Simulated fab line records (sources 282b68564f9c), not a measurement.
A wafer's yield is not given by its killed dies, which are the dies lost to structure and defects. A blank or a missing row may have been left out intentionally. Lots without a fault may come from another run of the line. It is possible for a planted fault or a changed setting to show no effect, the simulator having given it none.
The tool behind it: which one? | flow rit-cmos | 14 lots, 41 wafers sampled, at 2 steps of a route of 202

== WHAT THE GAUGES SHOWED, per wafer ==
No reading from a measuring or inspecting step in the record can be judged against a usual standard deviation.

== WHICH TOOL RAN EACH LOT (tool, then ch and the chambers of the sampled wafers, then the start) ==
lot  | RIT_M1_DEVELOP_08                | RIT_M1_PROBE_99
L467 | litho-track-03 ch 0, day 3 16:00 | -
L468 | litho-track-03 ch 0, day 3 18:00 | -
L469 | litho-track-02 ch 0, day 3 22:00 | -
L470 | litho-track-01 ch 0, day 4 06:00 | -
L471 | litho-track-03 ch 0, day 4 12:00 | -
L472 | litho-track-02 ch 0, day 4 16:00 | -
L473 | litho-track-02 ch 0, day 4 20:00 | prober-02, day 4 23:03
L474 | litho-track-02 ch 0, day 5 04:00 | prober-01, day 5 06:55
L480 | litho-track-03 ch 0, day 6 05:00 | prober-01, day 6 08:24
L481 | litho-track-01 ch 0, day 6 16:00 | prober-02, day 6 19:01
L482 | litho-track-03 ch 0, day 6 21:00 | prober-01, day 7 00:24
L483 | litho-track-01 ch 0, day 7 01:00 | -
L484 | litho-track-01 ch 0, day 7 03:00 | -
L485 | litho-track-03 ch 0, day 7 06:00 | -
- RIT_M1_DEVELOP_08: develop time 68 s.
- RIT_M1_PROBE_99

== WHAT THE TOOLS THEMSELVES READ (means of the sampled wafers that have a number; where no wafer has one, the mark that the record gives instead) ==
RIT_M1_DEVELOP_08.
lot  | tool           | developer-temp-C (C)
L467 | litho-track-03 | 22.96
L468 | litho-track-03 | 22.97
L469 | litho-track-02 | 22.98
L470 | litho-track-01 | 22.89
L471 | litho-track-03 | 23.03
L472 | litho-track-02 | 22.95
L473 | litho-track-02 | 20.52
L474 | litho-track-02 | 20.76
L480 | litho-track-03 | 22.98
L481 | litho-track-01 | 22.75
L482 | litho-track-03 | 22.91
L483 | litho-track-01 | 23.03
L484 | litho-track-01 | 23.01
L485 | litho-track-03 | 22.95

RIT_M1_PROBE_99.
lot  | tool      | defect-limited-yield (%) | killed-at-contacts | killed-at-front-end | killed-dies | killed-open | killed-short | sort_bin_3_pad_short (%) | sort_bin_5_function (%) | sort_bin_6_memory (%) | sort-n-pass | sort-yield-pct (%)
L473 | prober-02 | 97.2                     | 0.0                | 8                   | 8           | 3.5         | 3.0          | 0.0                      | 1.9                     | 1.0                   | 256         | 97.2
L474 | prober-01 | 98.2                     | 0.0                | 5                   | 5           | 3.3         | 1.3          | 0.1                      | 1.3                     | 0.4                   | 259         | 98.2
L480 | prober-01 | 97.3                     | 0.0                | 7                   | 7           | 2.7         | 4.3          | 0.0                      | 1.2                     | 1.4                   | 257         | 97.3
L481 | prober-02 | 97.1                     | 0.0                | 8                   | 8           | 2.0         | 5.7          | 0.4                      | 1.3                     | 1.3                   | 256         | 97.1
L482 | prober-01 | 97.3                     | 0.0                | 7                   | 7           | 4.0         | 3.0          | 0.1                      | 1.1                     | 1.4                   | 257         | 97.3

== THE ANSWER, worked out from the rows above alone ==
Rule: what is usual is taken from the lots themselves. The widest of any qualifying gaps counts: lots, ordered by their means at a reading, are off when they make up no more than a third of the lots, leave a main group of 4 or more, and stand apart from it by 3 or more times the standard deviation of that group's means. A main group is skipped when, at the precision printed for the reading in the tables above, its means are all equal. A lot without any number at a reading at which 4 lots or more have one is off too. Any other lot the step has rows for is counted as sound. First the gauges in route order, then the tools' own readings, where a lot's mean is used as printed above. The first step at which some lot is off is used, and at that step the reading that is off furthest; a lot without a number counts as furthest.
Off: L473, L474 (RIT_M1_DEVELOP_08, developer-temp-C). Main group: mean 22.95 C, sd 0.073.
If a tool, at that step or one of the process steps before it, ran each lot that is off and ran no sound lot following the first of them, it fits. One fits: litho-track-02 at RIT_M1_DEVELOP_08. Its last sound lot is L472 (day 4 16:00), its first lot that is off L473 (day 4 20:00): a fault that began between those two fits.
On the lots that are off, the tool's own readings at RIT_M1_DEVELOP_08 differ by more than 5 times the standard deviation of the sound lots' means, which bears it out; developer-temp-C reads 20.64 C there versus 22.95 C on the sound lots.

== WHAT THE SIMULATOR HAD INSERTED ==
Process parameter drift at RIT_M1_DEVELOP_08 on litho-track-02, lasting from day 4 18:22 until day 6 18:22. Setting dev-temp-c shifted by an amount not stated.
Shown lots that were struck: L473, L474. The rule above found the same.
